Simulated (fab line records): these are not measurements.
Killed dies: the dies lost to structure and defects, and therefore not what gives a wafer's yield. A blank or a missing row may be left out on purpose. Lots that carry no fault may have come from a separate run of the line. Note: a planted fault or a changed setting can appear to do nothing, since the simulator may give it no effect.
Split-lot trial + flow rit_cmos + 23 wafers read from 5 lots, route of 202 steps

== ON THE SPLIT ==
At RIT_PRETRO_COAT_01 (resist thk 1300 nm), the setting resist_thk_nm was moved away from the recipe's 1300 nm on 7 of the 23 wafers read, by -5.5% to +4.0%. All remaining wafers had this setting at the recipe value.

== FROM THE SPLIT TO THE READING: what the file shows between them, 3 steps ==
- RIT_PRETRO_SOFTBAKE_02: time 60 s
- RIT_PRETRO_EXPOSE_03: exposes mask M5, target cd 43700 nm
- RIT_PRETRO_DEVELOP_05: develop time 67.14 s

== THE READING ==
NOVOLAK_of_PRETRO_COAT_01.thk_nm (the simulator's own value, which no gauge read), in nm, at RIT_PRETRO_HARDBAKE_07 (time 120 s). There is no usual value for it anywhere in the file. The 16 wafers here that ran the recipe average 1140 nm, standard deviation 2.2 nm.

| wafer  | tool, chamber at the split | resist_thk_nm as run, nm | against the recipe | NOVOLAK_of_PRETRO_COAT_01.thk_nm, nm | against lot-mates on the recipe |
|--------|----------------------------|--------------------------|--------------------|--------------------------------------|---------------------------------|
| L075.1 | litho_track-02, 0          | 1352                     | +4.0%              | 1186                                 | +46                             |
| L075.2 | litho_track-02, 0          | 1300                     | recipe             | 1138                                 | -                               |
| L075.3 | litho_track-02, 0          | 1300                     | recipe             | 1142                                 | -                               |
| L075.4 | litho_track-02, 0          | 1300                     | recipe             | 1140                                 | -                               |
| L075.6 | litho_track-02, 0          | 1352                     | +4.0%              | 1182                                 | +42                             |
| L076.2 | litho_track-02, 0          | 1326                     | +2.0%              | 1161                                 | +23                             |
| L076.3 | litho_track-02, 0          | 1300                     | recipe             | 1137                                 | -                               |
| L076.4 | litho_track-02, 0          | 1300                     | recipe             | 1139                                 | -                               |
| L076.5 | litho_track-02, 0          | 1326                     | +2.0%              | 1160                                 | +22                             |
| L076.6 | litho_track-02, 0          | 1326                     | +2.0%              | 1159                                 | +21                             |
| L079.2 | litho_track-02, 0          | 1300                     | recipe             | 1139                                 | -                               |
| L079.3 | litho_track-02, 0          | 1300                     | recipe             | 1137                                 | -                               |
| L079.4 | litho_track-02, 0          | 1300                     | recipe             | 1143                                 | -                               |
| L079.5 | litho_track-02, 0          | 1300                     | recipe             | 1144                                 | -                               |
| L079.6 | litho_track-02, 0          | 1300                     | recipe             | 1141                                 | -                               |
| L080.2 | litho_track-01, 0          | 1228                     | -5.5%              | 1077                                 | -65                             |
| L080.3 | litho_track-01, 0          | 1300                     | recipe             | 1142                                 | -                               |
| L080.5 | litho_track-01, 0          | 1300                     | recipe             | 1142                                 | -                               |
| L080.4 | litho_track-01, 0          | 1228                     | -5.5%              | 1079                                 | -63                             |
| L080.6 | litho_track-01, 0          | 1300                     | recipe             | 1143                                 | -                               |
| L085.2 | litho_track-03, 0          | 1300                     | recipe             | 1138                                 | -                               |
| L085.3 | litho_track-03, 0          | 1300                     | recipe             | 1140                                 | -                               |
| L085.4 | litho_track-03, 0          | 1300                     | recipe             | 1139                                 | -                               |

THE FIT
A straight line over all 23 wafers: NOVOLAK_of_PRETRO_COAT_01.thk_nm changes by +11 nm for each +1% of resist_thk_nm; r = +1.00; the points scatter about the line by 2.2 nm.
The same after taking each lot's own level away (the mean of its wafers on the recipe; 23 wafers): +11.4 nm for each +1%; r = +1.00; scatter 1.8 nm.
On that fit, the largest move of resist_thk_nm shifts the reading by 63 nm.
From 1138.0 to 1142.3 nm: that is the span of the lots' own levels, equal to 2.0 times the standard deviation above.
So the lot-to-lot level changes the slope little: the two slopes agree.
Check: for one of the wafers moved furthest among these (-5.5%), held out of the fit, the line's prediction against its lot-mates is -62.2 nm. It came out at -65.3 nm against them.

== OTHER SPLITS APPLIED TO THESE WAFERS ==
These wafers also went through other splits before the reading. Each is held against what the fit with the lots' levels taken away leaves over:
| other split on the same wafers   | wafers away from the commonest value | r with NOVOLAK_of_PRETRO_COAT_01.thk_nm (lot level and that fit taken away) |
|----------------------------------|--------------------------------------|-----------------------------------------------------------------------------|
| RIT_ACTIVE_COAT_06 resist_thk_nm | 11                                   | +0.52                                                                       |
| RIT_ACTIVE_ETCH_13 rf_w          | 4                                    | +0.29                                                                       |
| RIT_NWELL_COAT_01 resist_thk_nm  | 10                                   | -0.24                                                                       |
| RIT_NRETRO_SOFTBAKE_02 temp_c    | 10                                   | +0.24                                                                       |

== THE WHOLE CHAIN: every reading that the file lists as answering this split, in the file's order ==
| step                   | what it does       | reading                                                                           | change (the file's fit)              | r (the file's) |
|------------------------|--------------------|-----------------------------------------------------------------------------------|--------------------------------------|----------------|
| RIT_PRETRO_COAT_01     | resist thk 1300 nm | NOVOLAK_of_PRETRO_COAT_01.thk_nm (the simulator's own value, which no gauge read) | +13.2 nm for each +1% of the setting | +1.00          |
| RIT_PRETRO_HARDBAKE_07 | time 120 s         | NOVOLAK_of_PRETRO_COAT_01.thk_nm (the simulator's own value, which no gauge read) | +11.3 nm for each +1% of the setting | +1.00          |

== THE FILE'S OWN FIT ==
NOVOLAK_of_PRETRO_COAT_01.thk_nm changes by +11.3 nm for each +1% of resist_thk_nm, r = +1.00.
